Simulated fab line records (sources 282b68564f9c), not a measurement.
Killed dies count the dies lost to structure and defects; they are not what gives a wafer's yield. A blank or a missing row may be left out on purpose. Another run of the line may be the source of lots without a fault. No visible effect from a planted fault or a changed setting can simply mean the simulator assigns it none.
Problem report in the 8D (eight disciplines) form, filled by code + flow rit_cmos + the parts of the form that need people (team, actions taken, sign-off) are left out

## 1. PROBLEM STATEMENT
Wafers free of any fault read 2149 (standard deviation 24) for NWELL_TW at RIT_NWELL_TW_MEAS_10, against a mean of 2498 on 6 wafers of 2 lots. That is +15 standard deviations from the usual mean.
The first sign was on wafer L708.3 at day 5 01:20, on film_metro-04. At this step, 42 wafers from 14 lots have a number in the record. The rule behind "out" and "out of limits": a value lying over 4 standard deviations away from the usual mean. The rest of the wafers with a number are treated as sound.

## 2. WHAT THIS IS AND IS NOT
| question                    | is                           | is not                                                                                 |
|-----------------------------|------------------------------|----------------------------------------------------------------------------------------|
| which readings at this step | NWELL_TW                     | -                                                                                      |
| which lots                  | L708, L709                   | L693, L694, L695, L696, L697, L698, L700, L702, L711, L712, L713, L715                 |
| which wafers of those lots  | all that have a number       | -                                                                                      |
| read on which gauges        | film_metro-01, film_metro-04 | film_metro-03                                                                          |
| when                        | from day 5 01:20             | up to then (24 sound wafers); but 12 sound wafers of L711, L712, L713, L715 came after |

## 3. THE SUSPECTS, EACH WITH WHAT RULES IT OUT
Counting: a tool stays on the suspect list if, at a process step up to the reading, it processed all lots that are out and no sound lot following the first of them.
- the gauge at RIT_NWELL_TW_MEAS_10 is ruled out. 2 gauges (film_metro-01, film_metro-04) read the wafers that are out.
- implanter-02 at RIT_NWELL_IMPLANT_08: kept. It ran every lot that is out, first L708 (day 5 01:02), and no sound lot after that; its last sound lot up to then is L702 (day 3 23:07). Out on those wafers are its own readings of dose_ions_cm2, faraday_current_uA.
After counting, what remains is implanter-02 at RIT_NWELL_IMPLANT_08.

## 4. THE CAUSE (what the simulator had put in)
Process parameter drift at RIT_NWELL_IMPLANT_08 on implanter-02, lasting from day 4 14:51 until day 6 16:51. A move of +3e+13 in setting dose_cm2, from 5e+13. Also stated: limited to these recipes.
Only this tool survived the counting.

## 5. SEQUENCE OF EFFECTS, ordered by route
Each row: a reading where the mean over the struck wafers with a number is more than 3 standard deviations away from the usual. Readings are gone through only where the record gives a usual standard deviation; hours: the median, over the lots, of the time from a lot's start at the first step in this table giving one to that lot's start at this step; sigmas: the change measured in usual standard deviations.
| hours | step                     | reading            | usual        | on struck wafers | change     | sigmas      |
|-------|--------------------------|--------------------|--------------|------------------|------------|-------------|
| 0     | RIT_NWELL_IMPLANT_08     | dose_ions_cm2      | 4.999e+13    | 7.996e+13        | +2.997e+13 | +99 or more |
| 0     | RIT_NWELL_IMPLANT_08     | faraday_current_uA | 158          | 257              | +99        | +32         |
| 0     | RIT_NWELL_TW_MEAS_10     | NWELL_TW           | 2149         | 2498             | +348       | +15         |
| 7     | RIT_WELLDRIVE_RS_MEAS_01 | NWELL_RS           | 274.9 ohm/sq | 207.3            | -67.6      | -87         |
Here are the process steps it includes:
- RIT_NWELL_IMPLANT_08
Later measuring or inspecting steps at which every struck wafer that the step has a row for has a number for every such reading, and none has moved that far: RIT_NRETRO_TW_MEAS_10, RIT_NSD_OVL_MEAS_06.

## 6. HOW IT WOULD HAVE BEEN CAUGHT EARLIER
Counted from the fault's start at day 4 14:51, it took 10 hours until the first out-of-limits reading at a measuring or inspecting step in this record, taken at day 5 01:20.
Tool's own readings at RIT_NWELL_IMPLANT_08, dose_ions_cm2, faraday_current_uA: out on all struck wafers the step has rows for; an alarm limit on them would have tripped on the first.
Among the 2 lots that are out, L709 began RIT_NWELL_IMPLANT_08 on implanter-02 after day 5 01:20. Putting the tool on hold at that point would have spared it.
